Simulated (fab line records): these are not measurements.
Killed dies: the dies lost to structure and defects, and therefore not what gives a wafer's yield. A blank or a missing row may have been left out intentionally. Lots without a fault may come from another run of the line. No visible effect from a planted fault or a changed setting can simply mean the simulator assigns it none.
fab line records || flow rit-cmos
[record] {"lots": 13, "wafers": 39, "last-day": 7}
route steps=202 shown PRETRO@73 M1@202
lots that met no fault: taken from a fault-free run of the same line
start-h: hours from the record's first day to the start of the lot's first wafer shown || wait-h: how many hours have passed since the lot's step before this one || " the same as in the row above || L1.1+2: several wafers, shown together as one row || - value missing, or start not given || * or withheld: withheld || < > ~ a bound
route shown NAME@n: a module of which the file shows steps, and the number in the route of the first || usual: mean/standard deviation taken from wafers without a fault || same: alike in all rows || chamber/n: place in a boat || sites: per-site readings || _std_site: the standard deviation of these || _edge_site: mean of outer sites minus mean of inner sites || radius-mm: how far each site lies from the wafer's centre || mask NAME#n: copy n || behind: the last tool/chamber to shape the wafer || hold: what put the lot on hold/how long, in hours/how the hold closed || device: the transistor (n, p or np) that didn't switch || end of line: tests of these same wafers at the route's end || a step without rows: its recipe alone || killed: not the wafer's yield, but the dies lost to structure and defects at the first sort || map: shows each die of a wafer: x if killed, . if not, _ if none is there
set.NAME: the setting that was run; set.NAME@STEP: the one run at that earlier step || model.NAME: the simulator's own value behind a step, which no gauge read
one table for each step of the route and one row for each wafer, over a sample of lots
services: a tool's chamber out of use, with start hour (start-h, from the record's first day; less than 0 if before it), hours out, and reason
[[steps]]
[step RIT_PRETRO_STRIP_09]
[recipe] {"chemistry": "O2", "time-s": 180, "resist": "NOVOLAK", "platen-temp-c": "withheld", "power-w": 500, "pressure-mtorr": 4000, "o2-flow-sccm": 4000}
[usual] {"drypump-motor-current-A": "5.7/0.41", "run-length-s": "208.0/0.38"}
{"lot.wafer": "L677.4", "tool": "plasma-asher-04", "chamber": 0, "start-h": 36.54, "wait-h": 0.1, "drypump-motor-current-A": 6.4, "rf-hours-counter-h": "-", "run-length-s": 208.3}
{"lot.wafer": "L677.5", "tool": "plasma-asher-04", "chamber": 0, "start-h": 36.54, "wait-h": 0.1, "drypump-motor-current-A": 6.4, "rf-hours-counter-h": "-", "run-length-s": 207.8}
{"lot.wafer": "L677.6", "tool": "plasma-asher-04", "chamber": 1, "start-h": 36.54, "wait-h": 0.1, "drypump-motor-current-A": 5.7, "rf-hours-counter-h": "-", "run-length-s": 208.8}
{"lot.wafer": "L679.1", "tool": "plasma-asher-01", "chamber": 0, "start-h": 46.98, "wait-h": 0.1, "drypump-motor-current-A": 5.2, "rf-hours-counter-h": 41, "run-length-s": 208.4}
{"lot.wafer": "L679.5", "tool": "plasma-asher-01", "chamber": 0, "start-h": 46.98, "wait-h": 0.1, "drypump-motor-current-A": 5.2, "rf-hours-counter-h": "-", "run-length-s": 208.2}
{"lot.wafer": "L679.6", "tool": "plasma-asher-01", "chamber": 1, "start-h": 46.98, "wait-h": 0.1, "drypump-motor-current-A": 6.0, "rf-hours-counter-h": "-", "run-length-s": 207.5}
{"lot.wafer": "L681.2", "tool": "plasma-asher-03", "chamber": 1, "start-h": 54.43, "wait-h": 0.1, "drypump-motor-current-A": 5.2, "rf-hours-counter-h": 36, "run-length-s": 207.9}
{"lot.wafer": "L681.4", "tool": "plasma-asher-03", "chamber": 1, "start-h": 54.43, "wait-h": 0.1, "drypump-motor-current-A": 5.2, "rf-hours-counter-h": "-", "run-length-s": 208.3}
{"lot.wafer": "L681.5", "tool": "plasma-asher-03", "chamber": 1, "start-h": 54.43, "wait-h": 0.1, "drypump-motor-current-A": 5.2, "rf-hours-counter-h": "-", "run-length-s": 208.2}
{"lot.wafer": "L680.2", "tool": "plasma-asher-01", "chamber": 1, "start-h": 55.04, "wait-h": 0.1, "drypump-motor-current-A": 6.1, "rf-hours-counter-h": 41, "run-length-s": 207.2}
{"lot.wafer": "L680.4", "tool": "plasma-asher-01", "chamber": 1, "start-h": 55.04, "wait-h": 0.1, "drypump-motor-current-A": 6.1, "rf-hours-counter-h": "-", "run-length-s": 207.6}
{"lot.wafer": "L680.6", "tool": "plasma-asher-01", "chamber": 1, "start-h": 55.04, "wait-h": 0.1, "drypump-motor-current-A": 6.1, "rf-hours-counter-h": "-", "run-length-s": 207.7}
{"lot.wafer": "L682.1", "tool": "plasma-asher-03", "chamber": 1, "start-h": 62.12, "wait-h": 0.1, "drypump-motor-current-A": 5.2, "rf-hours-counter-h": 37, "run-length-s": 208.2}
{"lot.wafer": "L682.4", "tool": "plasma-asher-03", "chamber": 0, "start-h": 62.12, "wait-h": 0.1, "drypump-motor-current-A": 5.8, "rf-hours-counter-h": "-", "run-length-s": 207.8}
{"lot.wafer": "L682.6", "tool": "plasma-asher-03", "chamber": 0, "start-h": 62.12, "wait-h": 0.1, "drypump-motor-current-A": 5.8, "rf-hours-counter-h": "-", "run-length-s": 207.7}
{"lot.wafer": "L684.4", "tool": "plasma-asher-03", "chamber": 0, "start-h": 69.06, "wait-h": 0.1, "drypump-motor-current-A": 5.8, "rf-hours-counter-h": "-", "run-length-s": 207.5}
{"lot.wafer": "L684.5", "tool": "plasma-asher-03", "chamber": 0, "start-h": 69.06, "wait-h": 0.1, "drypump-motor-current-A": 5.8, "rf-hours-counter-h": "-", "run-length-s": 207.9}
{"lot.wafer": "L684.6", "tool": "plasma-asher-03", "chamber": 1, "start-h": 69.06, "wait-h": 0.1, "drypump-motor-current-A": 5.2, "rf-hours-counter-h": "-", "run-length-s": 208.3}
{"lot.wafer": "L686.3", "tool": "plasma-asher-03", "chamber": 0, "start-h": 81.34, "wait-h": 0.1, "drypump-motor-current-A": 5.8, "rf-hours-counter-h": "-", "run-length-s": 208.2}
{"lot.wafer": "L686.5", "tool": "plasma-asher-03", "chamber": 1, "start-h": 81.34, "wait-h": 0.1, "drypump-motor-current-A": 5.2, "rf-hours-counter-h": "-", "run-length-s": 208.2}
{"lot.wafer": "L686.6", "tool": "plasma-asher-03", "chamber": 0, "start-h": 81.34, "wait-h": 0.1, "drypump-motor-current-A": 5.8, "rf-hours-counter-h": "-", "run-length-s": 207.5}
{"lot.wafer": "L690.2", "tool": "plasma-asher-01", "chamber": 0, "start-h": 102.92, "wait-h": 0.1, "drypump-motor-current-A": 5.2, "rf-hours-counter-h": 46, "run-length-s": 27.6}
{"lot.wafer": "L690.3", "tool": "plasma-asher-01", "chamber": 1, "start-h": 102.92, "wait-h": 0.1, "drypump-motor-current-A": 6.1, "rf-hours-counter-h": "-", "run-length-s": 27.6}
{"lot.wafer": "L690.5", "tool": "plasma-asher-01", "chamber": 0, "start-h": 102.92, "wait-h": 0.1, "drypump-motor-current-A": 5.3, "rf-hours-counter-h": "-", "run-length-s": 27.2}
{"lot.wafer": "L692.1", "tool": "plasma-asher-03", "chamber": 0, "start-h": 109.50, "wait-h": 0.1, "drypump-motor-current-A": 5.8, "rf-hours-counter-h": 42, "run-length-s": 207.7}
{"lot.wafer": "L692.4", "tool": "plasma-asher-03", "chamber": 0, "start-h": 109.50, "wait-h": 0.1, "drypump-motor-current-A": 5.8, "rf-hours-counter-h": "-", "run-length-s": 207.7}
{"lot.wafer": "L692.5", "tool": "plasma-asher-03", "chamber": 1, "start-h": 109.50, "wait-h": 0.1, "drypump-motor-current-A": 5.2, "rf-hours-counter-h": "-", "run-length-s": 208.1}
{"lot.wafer": "L693.1", "tool": "plasma-asher-03", "chamber": 1, "start-h": 115.10, "wait-h": 0.1, "drypump-motor-current-A": 5.2, "rf-hours-counter-h": 43, "run-length-s": 208.1}
{"lot.wafer": "L693.2", "tool": "plasma-asher-03", "chamber": 0, "start-h": 115.10, "wait-h": 0.1, "drypump-motor-current-A": 5.8, "rf-hours-counter-h": 43, "run-length-s": 207.9}
{"lot.wafer": "L693.6", "tool": "plasma-asher-03", "chamber": 0, "start-h": 115.10, "wait-h": 0.1, "drypump-motor-current-A": 5.8, "rf-hours-counter-h": "-", "run-length-s": 207.7}
{"lot.wafer": "L695.2", "tool": "plasma-asher-04", "chamber": 1, "start-h": 125.37, "wait-h": 0.1, "drypump-motor-current-A": 5.7, "rf-hours-counter-h": 51, "run-length-s": 209.0}
{"lot.wafer": "L695.3", "tool": "plasma-asher-04", "chamber": 1, "start-h": 125.37, "wait-h": 0.1, "drypump-motor-current-A": 5.7, "rf-hours-counter-h": "-", "run-length-s": 208.2}
{"lot.wafer": "L695.4", "tool": "plasma-asher-04", "chamber": 0, "start-h": 125.37, "wait-h": 0.1, "drypump-motor-current-A": 6.4, "rf-hours-counter-h": "-", "run-length-s": 208.0}
{"lot.wafer": "L696.1", "tool": "plasma-asher-03", "chamber": 1, "start-h": 130.52, "wait-h": 0.1, "drypump-motor-current-A": 5.2, "rf-hours-counter-h": 45, "run-length-s": 207.9}
{"lot.wafer": "L696.2", "tool": "plasma-asher-03", "chamber": 0, "start-h": 130.52, "wait-h": 0.1, "drypump-motor-current-A": 5.8, "rf-hours-counter-h": 45, "run-length-s": 208.2}
{"lot.wafer": "L696.4", "tool": "plasma-asher-03", "chamber": 0, "start-h": 130.52, "wait-h": 0.1, "drypump-motor-current-A": 5.8, "rf-hours-counter-h": "-", "run-length-s": 207.6}
{"lot.wafer": "L700.2", "tool": "plasma-asher-04", "chamber": 1, "start-h": 151.07, "wait-h": 0.1, "drypump-motor-current-A": 5.7, "rf-hours-counter-h": 54, "run-length-s": 208.4}
{"lot.wafer": "L700.3", "tool": "plasma-asher-04", "chamber": 1, "start-h": 151.07, "wait-h": 0.1, "drypump-motor-current-A": 5.8, "rf-hours-counter-h": "-", "run-length-s": 208.3}
{"lot.wafer": "L700.4", "tool": "plasma-asher-04", "chamber": 0, "start-h": 151.07, "wait-h": 0.1, "drypump-motor-current-A": 6.4, "rf-hours-counter-h": "-", "run-length-s": 208.3}
[step RIT_M1_PROBE_99]
[usual] {"killed-at-front-end": "6.5/2.8", "killed-dies": "6.5/2.8", "killed-on-rim": "1.7/1.3", "killed-open": "3.2/1.8", "killed-short": "3.3/2"}
[same] {"gross-dies": 264, "killed_at_M0_to_M3": 0, "killed_at_M4_up": 0, "killed-at-back-side": 0, "killed-at-contacts": 0, "killed-at-other": 0}
{"lot.wafer": "L677.4", "tool": "prober-01", "chamber": "-", "start-h": 68.54, "wait-h": 0.2, "killed-at-front-end": 7, "killed-dies": 7, "killed-on-rim": 1, "killed-open": 4, "killed-short": 2}
{"lot.wafer": "L677.5", "tool": "prober-01", "chamber": "-", "start-h": 68.59, "wait-h": 0.2, "killed-at-front-end": 5, "killed-dies": 5, "killed-on-rim": 2, "killed-open": 4, "killed-short": 1}
{"lot.wafer": "L677.6", "tool": "prober-01", "chamber": "-", "start-h": 68.64, "wait-h": 0.2, "killed-at-front-end": 5, "killed-dies": 5, "killed-on-rim": 2, "killed-open": 3, "killed-short": 1}
{"lot.wafer": "L679.1", "tool": "prober-01", "chamber": "-", "start-h": 78.41, "wait-h": 0.1, "killed-at-front-end": 7, "killed-dies": 7, "killed-on-rim": 3, "killed-open": 5, "killed-short": 2}
{"lot.wafer": "L679.5", "tool": "prober-01", "chamber": "-", "start-h": 78.61, "wait-h": 0.2, "killed-at-front-end": 4, "killed-dies": 4, "killed-on-rim": 1, "killed-open": 2, "killed-short": 2}
{"lot.wafer": "L679.6", "tool": "prober-01", "chamber": "-", "start-h": 78.66, "wait-h": 0.2, "killed-at-front-end": 8, "killed-dies": 8, "killed-on-rim": 1, "killed-open": 4, "killed-short": 4}
{"lot.wafer": "L681.2", "tool": "prober-02", "chamber": "-", "start-h": 83.11, "wait-h": 0.1, "killed-at-front-end": 3, "killed-dies": 3, "killed-on-rim": 0, "killed-open": 1, "killed-short": 2}
{"lot.wafer": "L681.4", "tool": "prober-02", "chamber": "-", "start-h": 83.21, "wait-h": 0.2, "killed-at-front-end": 9, "killed-dies": 9, "killed-on-rim": 1, "killed-open": 4, "killed-short": 5}
{"lot.wafer": "L681.5", "tool": "prober-02", "chamber": "-", "start-h": 83.26, "wait-h": 0.2, "killed-at-front-end": 7, "killed-dies": 7, "killed-on-rim": 0, "killed-open": 4, "killed-short": 3}
{"lot.wafer": "L680.2", "tool": "prober-01", "chamber": "-", "start-h": 84.61, "wait-h": 0.1, "killed-at-front-end": 6, "killed-dies": 6, "killed-on-rim": 2, "killed-open": 2, "killed-short": 4}
{"lot.wafer": "L680.4", "tool": "prober-01", "chamber": "-", "start-h": 84.71, "wait-h": 0.2, "killed-at-front-end": 4, "killed-dies": 4, "killed-on-rim": 1, "killed-open": 4, "killed-short": 0}
{"lot.wafer": "L680.6", "tool": "prober-01", "chamber": "-", "start-h": 84.81, "wait-h": 0.2, "killed-at-front-end": 8, "killed-dies": 8, "killed-on-rim": 0, "killed-open": 5, "killed-short": 3}
{"lot.wafer": "L682.1", "tool": "prober-02", "chamber": "-", "start-h": 91.57, "wait-h": 0.1, "killed-at-front-end": 7, "killed-dies": 7, "killed-on-rim": 2, "killed-open": 4, "killed-short": 3}
{"lot.wafer": "L682.4", "tool": "prober-02", "chamber": "-", "start-h": 91.72, "wait-h": 0.2, "killed-at-front-end": 5, "killed-dies": 5, "killed-on-rim": 0, "killed-open": 2, "killed-short": 3}
{"lot.wafer": "L682.6", "tool": "prober-02", "chamber": "-", "start-h": 91.82, "wait-h": 0.2, "killed-at-front-end": 10, "killed-dies": 10, "killed-on-rim": 1, "killed-open": 4, "killed-short": 6}
{"lot.wafer": "L684.4", "tool": "prober-02", "chamber": "-", "start-h": 99.05, "wait-h": 0.2, "killed-at-front-end": 3, "killed-dies": 3, "killed-on-rim": 0, "killed-open": 0, "killed-short": 3}
{"lot.wafer": "L684.5", "tool": "prober-02", "chamber": "-", "start-h": 99.10, "wait-h": 0.2, "killed-at-front-end": 5, "killed-dies": 5, "killed-on-rim": 3, "killed-open": 3, "killed-short": 2}
{"lot.wafer": "L684.6", "tool": "prober-02", "chamber": "-", "start-h": 99.15, "wait-h": 0.2, "killed-at-front-end": 11, "killed-dies": 11, "killed-on-rim": 1, "killed-open": 4, "killed-short": 7}
{"lot.wafer": "L686.3", "tool": "prober-02", "chamber": "-", "start-h": 112.92, "wait-h": 0.2, "killed-at-front-end": 9, "killed-dies": 9, "killed-on-rim": 2, "killed-open": 5, "killed-short": 4}
{"lot.wafer": "L686.5", "tool": "prober-02", "chamber": "-", "start-h": 113.02, "wait-h": 0.2, "killed-at-front-end": 4, "killed-dies": 4, "killed-on-rim": 1, "killed-open": 2, "killed-short": 2}
{"lot.wafer": "L686.6", "tool": "prober-02", "chamber": "-", "start-h": 113.07, "wait-h": 0.2, "killed-at-front-end": 8, "killed-dies": 8, "killed-on-rim": 2, "killed-open": 4, "killed-short": 4}
{"lot.wafer": "L690.2", "tool": "prober-02", "chamber": "-", "start-h": 131.11, "wait-h": 0.1, "killed-at-front-end": 264, "killed-dies": 264, "killed-on-rim": 70, "killed-open": 4, "killed-short": 5}
{"lot.wafer": "L690.3", "tool": "prober-02", "chamber": "-", "start-h": 131.16, "wait-h": 0.2, "killed-at-front-end": 264, "killed-dies": 264, "killed-on-rim": 70, "killed-open": 2, "killed-short": 0}
{"lot.wafer": "L690.5", "tool": "prober-02", "chamber": "-", "start-h": 131.26, "wait-h": 0.2, "killed-at-front-end": 264, "killed-dies": 264, "killed-on-rim": 70, "killed-open": 1, "killed-short": 3}
{"lot.wafer": "L692.1", "tool": "prober-01", "chamber": "-", "start-h": 138.13, "wait-h": 0.1, "killed-at-front-end": 5, "killed-dies": 5, "killed-on-rim": 2, "killed-open": 4, "killed-short": 1}
{"lot.wafer": "L692.4", "tool": "prober-01", "chamber": "-", "start-h": 138.28, "wait-h": 0.2, "killed-at-front-end": 6, "killed-dies": 6, "killed-on-rim": 3, "killed-open": 2, "killed-short": 4}
{"lot.wafer": "L692.5", "tool": "prober-01", "chamber": "-", "start-h": 138.33, "wait-h": 0.2, "killed-at-front-end": 6, "killed-dies": 6, "killed-on-rim": 1, "killed-open": 4, "killed-short": 2}
{"lot.wafer": "L693.1", "tool": "prober-01", "chamber": "-", "start-h": 143.60, "wait-h": 0.1, "killed-at-front-end": 6, "killed-dies": 6, "killed-on-rim": 1, "killed-open": 5, "killed-short": 1}
{"lot.wafer": "L693.2", "tool": "prober-01", "chamber": "-", "start-h": 143.65, "wait-h": 0.1, "killed-at-front-end": 6, "killed-dies": 6, "killed-on-rim": 1, "killed-open": 2, "killed-short": 4}
{"lot.wafer": "L693.6", "tool": "prober-01", "chamber": "-", "start-h": 143.85, "wait-h": 0.2, "killed-at-front-end": 7, "killed-dies": 7, "killed-on-rim": 2, "killed-open": 4, "killed-short": 3}
{"lot.wafer": "L695.2", "tool": "prober-01", "chamber": "-", "start-h": 153.14, "wait-h": 0.1, "killed-at-front-end": 5, "killed-dies": 5, "killed-on-rim": 2, "killed-open": 0, "killed-short": 5}
{"lot.wafer": "L695.3", "tool": "prober-01", "chamber": "-", "start-h": 153.19, "wait-h": 0.2, "killed-at-front-end": 3, "killed-dies": 3, "killed-on-rim": 0, "killed-open": 2, "killed-short": 1}
{"lot.wafer": "L695.4", "tool": "prober-01", "chamber": "-", "start-h": 153.24, "wait-h": 0.2, "killed-at-front-end": 5, "killed-dies": 5, "killed-on-rim": 2, "killed-open": 1, "killed-short": 4}
{"lot.wafer": "L696.1", "tool": "prober-02", "chamber": "-", "start-h": 158.73, "wait-h": 0.1, "killed-at-front-end": 5, "killed-dies": 5, "killed-on-rim": 2, "killed-open": 2, "killed-short": 3}
{"lot.wafer": "L696.2", "tool": "prober-02", "chamber": "-", "start-h": 158.78, "wait-h": 0.1, "killed-at-front-end": 7, "killed-dies": 7, "killed-on-rim": 2, "killed-open": 3, "killed-short": 4}
{"lot.wafer": "L696.4", "tool": "prober-02", "chamber": "-", "start-h": 158.88, "wait-h": 0.2, "killed-at-front-end": 6, "killed-dies": 6, "killed-on-rim": 2, "killed-open": 2, "killed-short": 4}
{"lot.wafer": "L700.2", "tool": "prober-02", "chamber": "-", "start-h": 177.58, "wait-h": 0.1, "killed-at-front-end": 9, "killed-dies": 9, "killed-on-rim": 2, "killed-open": 4, "killed-short": 5}
{"lot.wafer": "L700.4", "tool": "prober-02", "chamber": "-", "start-h": 177.68, "wait-h": 0.2, "killed-at-front-end": 8, "killed-dies": 8, "killed-on-rim": 0, "killed-open": 2, "killed-short": 6}
// killed by level:class
L677.4 FOX1:geometric-particle:open=1 FOX2:geometric-particle:open=1 GATE:geometric-particle:open=1 REOX:geometric-particle:short=1 SPACER:geometric-particle:open=1 SPACER:geometric-particle:short=1 PLDD:coat-microbubble-printed=1
L677.5 GATE:geometric-particle:open=2 FOX2:geometric-particle:open=1 REOX:geometric-particle:open=1 SILICIDE:geometric-particle:short=1
L677.6 FOX2:geometric-particle:open=1 GATE:geometric-particle:short=1 GATE:geometric-particle:open=1 SPACER:geometric-particle:open=1 PLDD:coat-microbubble-printed=1
L679.1 GATE:geometric-particle:open=3 FOX1:geometric-particle:short=1 REOX:geometric-particle:short=1 SPACER:geometric-particle:open=1 SILICIDE:geometric-particle:open=1
L679.5 FOX1:geometric-particle:short=2 GATE:geometric-particle:open=1 SILICIDE:geometric-particle:open=1
L679.6 GATE:geometric-particle:short=2 ACTIVE:geometric-particle:open=1 FOX1:geometric-particle:open=1 GATE:geometric-particle:open=1 REOX:geometric-particle:short=1 SILICIDE:geometric-particle:short=1 SILICIDE:geometric-particle:open=1
L681.2 FOX2:geometric-particle:short=1 GATE:geometric-particle:short=1 GATE:geometric-particle:open=1
L681.4 FOX1:geometric-particle:open=2 REOX:geometric-particle:short=2 FOX2:geometric-particle:short=1 GATE:geometric-particle:short=1 GATE:geometric-particle:open=1 SILICIDE:geometric-particle:short=1 SILICIDE:geometric-particle:open=1
L681.5 GATE:geometric-particle:open=3 GATE:geometric-particle:short=2 FOX2:geometric-particle:short=1 SPACER:geometric-particle:open=1
L680.2 FOX2:geometric-particle:open=2 REOX:geometric-particle:short=2 GATE:geometric-particle:short=1 SILICIDE:geometric-particle:short=1
L680.4 REOX:geometric-particle:open=2 SPACER:geometric-particle:open=2
L680.6 SPACER:geometric-particle:open=2 FOX1:geometric-particle:short=1 FOX2:geometric-particle:open=1 GATE:geometric-particle:open=1 GATE:geometric-particle:short=1 SILICIDE:geometric-particle:open=1 SILICIDE:geometric-particle:short=1
L682.1 GATE:geometric-particle:open=2 FOX2:geometric-particle:open=1 GATE:geometric-particle:short=1 SPACER:geometric-particle:short=1 SILICIDE:geometric-particle:short=1 SILICIDE:geometric-particle:open=1
L682.4 FOX2:geometric-particle:open=1 FOX2:geometric-particle:short=1 GATE:geometric-particle:short=1 GATE:geometric-particle:open=1 SPACER:geometric-particle:short=1
L682.6 GATE:geometric-particle:short=4 GATE:geometric-particle:open=2 FOX2:geometric-particle:open=1 SPACER:geometric-particle:short=1 SILICIDE:geometric-particle:short=1 SILICIDE:geometric-particle:open=1
L684.4 SILICIDE:geometric-particle:short=2 SPACER:geometric-particle:short=1
L684.5 GATE:geometric-particle:open=2 FOX1:geometric-particle:short=1 REOX:geometric-particle:open=1 REOX:geometric-particle:short=1
L684.6 FOX1:geometric-particle:short=3 FOX2:geometric-particle:short=3 GATE:geometric-particle:open=2 ACTIVE:geometric-particle:open=1 GATE:geometric-particle:short=1 SILICIDE:geometric-particle:open=1
L686.3 GATE:geometric-particle:short=4 GATE:geometric-particle:open=3 FOX1:geometric-particle:open=1 SPACER:geometric-particle:open=1
L686.5 GATE:geometric-particle:open=2 GATE:geometric-particle:short=1 SILICIDE:geometric-particle:short=1
L686.6 REOX:geometric-particle:open=3 FOX1:geometric-particle:short=2 FOX1:geometric-particle:open=1 REOX:geometric-particle:short=1 SILICIDE:geometric-particle:short=1
L690.2 GATE:area-oxidation=255 FOX1:geometric-particle:open=3 FOX1:geometric-particle:short=3 GATE:geometric-particle:open=1 GATE:geometric-particle:short=1 SILICIDE:geometric-particle:short=1
L690.3 GATE:area-oxidation=262 GATE:geometric-particle:open=1 REOX:geometric-particle:open=1
L690.5 GATE:area-oxidation=260 FOX1:geometric-particle:short=2 GATE:geometric-particle:short=1 SILICIDE:geometric-particle:open=1
L692.1 GATE:geometric-particle:open=2 FOX1:geometric-particle:open=1 REOX:geometric-particle:open=1 SILICIDE:geometric-particle:short=1
L692.4 REOX:geometric-particle:short=2 FOX1:geometric-particle:open=1 REOX:geometric-particle:open=1 SPACER:geometric-particle:short=1 SILICIDE:geometric-particle:short=1
L692.5 GATE:geometric-particle:open=2 GATE:geometric-particle:short=2 FOX2:geometric-particle:open=1 SPACER:geometric-particle:open=1
L693.1 GATE:geometric-particle:open=4 GATE:geometric-particle:short=1 SILICIDE:geometric-particle:open=1
L693.2 GATE:geometric-particle:short=4 GATE:geometric-particle:open=1 REOX:geometric-particle:open=1
L693.6 GATE:geometric-particle:open=3 GATE:geometric-particle:short=2 FOX1:geometric-particle:short=1 SILICIDE:geometric-particle:open=1
L695.2 SILICIDE:geometric-particle:short=2 FOX1:geometric-particle:short=1 FOX2:geometric-particle:short=1 GATE:geometric-particle:short=1
L695.3 FOX1:geometric-particle:open=1 FOX2:geometric-particle:short=1 GATE:geometric-particle:open=1
L695.4 GATE:geometric-particle:short=2 FOX1:geometric-particle:short=1 FOX2:geometric-particle:open=1 REOX:geometric-particle:short=1
L696.1 REOX:geometric-particle:short=2 FOX1:geometric-particle:open=1 GATE:geometric-particle:short=1 REOX:geometric-particle:open=1
L696.2 GATE:geometric-particle:short=3 GATE:geometric-particle:open=2 REOX:geometric-particle:open=1 SPACER:geometric-particle:short=1
L696.4 REOX:geometric-particle:short=2 FOX1:geometric-particle:short=1 GATE:geometric-particle:open=1 GATE:geometric-particle:short=1 REOX:geometric-particle:open=1
L700.2 GATE:geometric-particle:short=4 SILICIDE:geometric-particle:open=2 GATE:geometric-particle:open=1 REOX:geometric-particle:open=1 SPACER:geometric-particle:short=1
L700.4 GATE:geometric-particle:short=2 REOX:geometric-particle:short=2 FOX2:geometric-particle:short=1 FOX2:geometric-particle:open=1 REOX:geometric-particle:open=1 SPACER:geometric-particle:short=1
[[services]]
{"tool": "plasma-asher-04", "chamber": "-", "start-h": 13.78, "hours": 1.1, "kind": "repair"}
{"tool": "plasma-asher-01", "chamber": "-", "start-h": 75.98, "hours": 2.8, "kind": "pm"}
{"tool": "plasma-asher-03", "chamber": "-", "start-h": 102.96, "hours": 1.5, "kind": "repair"}
{"tool": "plasma-asher-01", "chamber": "-", "start-h": 108.75, "hours": 9.0, "kind": "pm"}
{"tool": "plasma-asher-01", "chamber": 0, "start-h": 108.75, "hours": 9.0, "kind": "vent-cycle"}
{"tool": "plasma-asher-01", "chamber": 1, "start-h": 108.75, "hours": 9.0, "kind": "vent-cycle"}
{"tool": "plasma-asher-01", "chamber": 0, "start-h": 117.75, "hours": "-", "kind": "clean"}
{"tool": "plasma-asher-01", "chamber": 1, "start-h": 117.75, "hours": "-", "kind": "clean"}
{"tool": "plasma-asher-01", "chamber": "-", "start-h": 123.57, "hours": 7.8, "kind": "repair"}
[[key]]
[first-sign] {"step": "RIT_PRETRO_STRIP_09", "reading": "run-length-s", "direction": "down", "sigmas": "99+", "usual": "*", "struck": "*"}
[effect] {"step": "RIT_M1_PROBE_99", "reading": "killed-at-front-end", "direction": "up", "sigmas": 94, "usual": 6.5, "struck": 264}
[more-kills-born-at] {"RIT_GATE_OXIDATION_05@furnace-04": 777}
met-at RIT_PRETRO_STRIP_09
struck-lots L690
later-rows-left-out L690.2,L690.3,L690.5
tester-left-out L690
onset-between 55.04 102.92
[fault] {"kind": "strip-aborted", "tool": "plasma-asher-01", "chamber": "-", "onset-h": 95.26, "steps": "RIT_PRETRO_STRIP_09", "offset": 0.85, "end-h": 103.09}
// tester-left-out: of these lots the tester's yield and bins aren't shown, on N5 and GAA mostly nor the transistor test; their killed dies are dies lost to structure and defects alone, not to doping, threshold or leakage, so they don't give the yield
// later-rows-left-out: the simulator's readings of these wafers behind a module that went badly wrong aren't trusted and aren't shown, but for the sort
